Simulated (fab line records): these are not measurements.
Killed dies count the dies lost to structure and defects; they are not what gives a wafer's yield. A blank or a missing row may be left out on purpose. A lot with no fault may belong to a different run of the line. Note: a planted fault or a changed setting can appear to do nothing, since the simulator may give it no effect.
Struck lot and sound lot, side by side + flow berkeley_cmos170 + 44 out of 331 route steps
Sound: these wafers, L224.1, L224.3, L224.6. Wafers L231.1, L231.2, L231.3 were the ones struck. The cause is given at the end.
Each step with rows lists, per side, the tool, then ch with its chambers, then its first start. Under that, the readings that differ: sound wafers + struck wafers + difference of the means + sigmas: that difference in standard deviations of wafers without a fault.
alike: a reading whose means differ by less than 2 such deviations, as well as words and numbers matching on both sides. not compared: withheld readings; readings where some wafer has no value; bounds like >300 that might hide an equal value; numbers whose values overlap and for which the record gives no deviation.
A row with sigmas, a row that says differs or no value, or rows on one side alone: a step with any of these is where the two part. Non-overlapping numbers with no deviation appear without sigmas and do not part them. A reading missing from all wafers of one side parts the sides only when that side holds two or more wafers.

first, 1 step without rows for these wafers: UCB170_PLDD_IMPLANT_09.
UCB170_PLDD_STRIP_10: strips in O2.
  sound on plasma_asher-03 ch 0, day 9 12:10; struck on plasma_asher-03 ch 0,1, day 11 06:13
  alike: drypump_motor_current_A, oes_product_au, strip_time_to_endpoint_s
  not compared: rf_hours_counter_h
UCB170_PLDD_TW_MEAS_11:
  struck on film_metro-04, day 11 06:19; sound on film_metro-01, day 9 12:16
  alike: PLDD_TW
then, 7 steps without rows for these wafers: UCB170_PLDD_CLEAN_12 (cleans in SPM, time 600 s); UCB170_NLDD_HMDS_00 (prime time 60 s); UCB170_NLDD_COAT_01 (resist thk 900 nm); UCB170_NLDD_SOFTBAKE_02 (time 60 s); UCB170_NLDD_EXPOSE_03 (exposes mask NSELECT, target cd 1200 nm); UCB170_NLDD_PEB_04; UCB170_NLDD_DEVELOP_05 (develop time 45 s).
UCB170_NLDD_CD_MEAS_06: the cd target is 1200 nm.
  struck on cd_sem-01, day 11 07:56; sound on cd_sem-01, day 9 13:29
  alike: cd_nm
UCB170_NLDD_OVL_MEAS_07:
  struck on overlay-01, day 11 08:04; sound on overlay-02, day 9 13:37
  alike: NLDD_OVL
UCB170_NLDD_IMPLANT_08:
  sound on implanter-01 ch 0, day 9 13:39; struck on implanter-01 ch 0, day 11 08:05
| reading                          | sound                        | struck                         | difference | sigmas      |
|----------------------------------|------------------------------|--------------------------------|------------|-------------|
| beam_on_s (s)                    | 10.43 9.92 10.16             | 13.20 12.80 13.58              | +3.02      | +14         |
| dose_ions_cm2                    | 4.997e+13 5.01e+13 5.004e+13 | 5.001e+14 5.0005e+14 5.001e+14 | +4.500e+14 | +99 or more |
| end_station_pressure_torr (Torr) | 5.02e-06 5.3e-06 5.22e-06    | 5.93e-06 5.56e-06 6.09e-06     | +6.80e-07  | +3          |
| faraday_current_uA               | 152 160 156                  | 1195 1238 1160                 | +1042      | +99 or more |
then, 1 step without rows for these wafers: UCB170_NLDD_IMPLANT_09.
UCB170_NLDD_STRIP_10: strips in O2.
  sound on plasma_asher-01 ch 0,1, day 9 13:57; struck on plasma_asher-03 ch 0,1, day 11 08:23
| reading                      | sound             | struck            | difference | sigmas |
|------------------------------|-------------------|-------------------|------------|--------|
| drypump_motor_current_A (A)  | 5.1 5.7 5.1       | 6.5 5.3 6.5       | +0.8       | +2     |
| oes_product_au (a.u.)        | 0.731 0.743 0.739 | 0.684 0.689 0.678 | -0.054     | -11    |
| strip_time_to_endpoint_s (s) | 21.47 21.54 21.53 | 23.87 23.84 23.86 | +2.34      | +40    |
  not compared: rf_hours_counter_h
UCB170_NLDD_TW_MEAS_11:
  struck on film_metro-04, day 11 08:29; sound on film_metro-04, day 9 14:03
| reading | sound          | struck         | difference | sigmas |
|---------|----------------|----------------|------------|--------|
| NLDD_TW | 2205 2207 2203 | 3127 3100 3106 | +906       | +65    |
then, 1 step without rows for these wafers: UCB170_NLDD_CLEAN_12 (cleans in SPM, time 600 s).
UCB170_SPACER_CVD_00: deposits SiO2 from TEOS/O2, target thk 376 nm, time 47 s.
  sound on pecvd-02 ch 0,2, day 9 14:17; struck on pecvd-03 ch 0,1,2, day 11 08:45
  alike: heater_power_w
UCB170_SPACER_THK_MEAS_01:
  struck on film_metro-03, day 11 08:47; sound on film_metro-01, day 9 14:20
  alike: SPACER_TEOS_THK
then, 1 step without rows for these wafers: UCB170_SPACER_ANNEAL_02 (time 1800 s).
UCB170_SPACER_ETCHBACK_03: etches SiO2 in CHF3/CF4/Ar, stops on Si, target depth 376 nm, time 100 s.
  sound on rie_diel-04 ch 0,1, day 9 23:15; struck on rie_diel-04 ch 1,2,3, day 11 15:32
  alike: drypump_motor_current_A, oes_product_au, throttle_valve_pct
  not compared: rf_hours_counter_h
then, 6 steps without rows for these wafers: UCB170_PSD_HMDS_00 (prime time 60 s); UCB170_PSD_COAT_01 (resist thk 900 nm); UCB170_PSD_SOFTBAKE_02 (time 60 s); UCB170_PSD_EXPOSE_03 (exposes mask PSELECT MOD, target cd 1200 nm); UCB170_PSD_PEB_04; UCB170_PSD_DEVELOP_05 (develop time 45 s).
UCB170_PSD_CD_MEAS_06: the cd target is 1200 nm.
  struck on cd_sem-01, day 11 16:42; sound on cd_sem-01, day 10 00:17
  alike: cd_nm
UCB170_PSD_OVL_MEAS_07:
  struck on overlay-02, day 11 16:49; sound on overlay-02, day 10 00:24
  alike: PSD_OVL
then, 1 step without rows for these wafers: UCB170_PSD_IMPLANT_08.
UCB170_PSD_STRIP_09: strips in O2.
  sound on plasma_asher-03 ch 0,1, day 10 00:35; struck on plasma_asher-02 ch 0,1, day 11 17:01
  alike: drypump_motor_current_A, oes_product_au, strip_time_to_endpoint_s
  not compared: rf_hours_counter_h
UCB170_PSD_TW_MEAS_10:
  struck on film_metro-02, day 11 17:07; sound on film_metro-01, day 10 00:41
  alike: PSD_TW
then, 7 steps without rows for these wafers: UCB170_PSD_CLEAN_11 (cleans in SPM, time 600 s); UCB170_NSD_HMDS_00 (prime time 60 s); UCB170_NSD_COAT_01 (resist thk 900 nm); UCB170_NSD_SOFTBAKE_02 (time 60 s); UCB170_NSD_EXPOSE_03 (exposes mask NSELECT MOD, target cd 1200 nm); UCB170_NSD_PEB_04; UCB170_NSD_DEVELOP_05 (develop time 45 s).
UCB170_NSD_CD_MEAS_06: the cd target is 1200 nm.
  struck on cd_sem-01, day 11 21:26; sound on cd_sem-01, day 10 01:59
  alike: cd_nm
UCB170_NSD_OVL_MEAS_07:
  struck on overlay-02, day 11 21:34; sound on overlay-01, day 10 02:07
  alike: NSD_OVL
then, 1 step without rows for these wafers: UCB170_NSD_IMPLANT_08.
UCB170_SDANNEAL_RS_MEAS_05: measures by four-point-probe.
  struck on film_metro-02, day 11 23:18; sound on film_metro-04, day 10 03:55
| reading          | sound             | struck            | difference | sigmas      |
|------------------|-------------------|-------------------|------------|-------------|
| NLDD_RS (ohm/sq) | 615.5 615.4 615.6 | 173.5 172.9 173.2 | -442.3     | -99 or more |
UCB170_M3_PROBE_99:
  record: rows for the struck wafers here (prober-02, day 13 02:35), none for the sound ones

WHERE THEY PART
At UCB170_NLDD_IMPLANT_08 first; at UCB170_M3_PROBE_99 last (within this record only).

WHY: what the simulator had put in
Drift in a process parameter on implanter-01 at UCB170_NLDD_IMPLANT_08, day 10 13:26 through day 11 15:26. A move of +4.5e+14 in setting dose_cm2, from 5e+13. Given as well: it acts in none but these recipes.
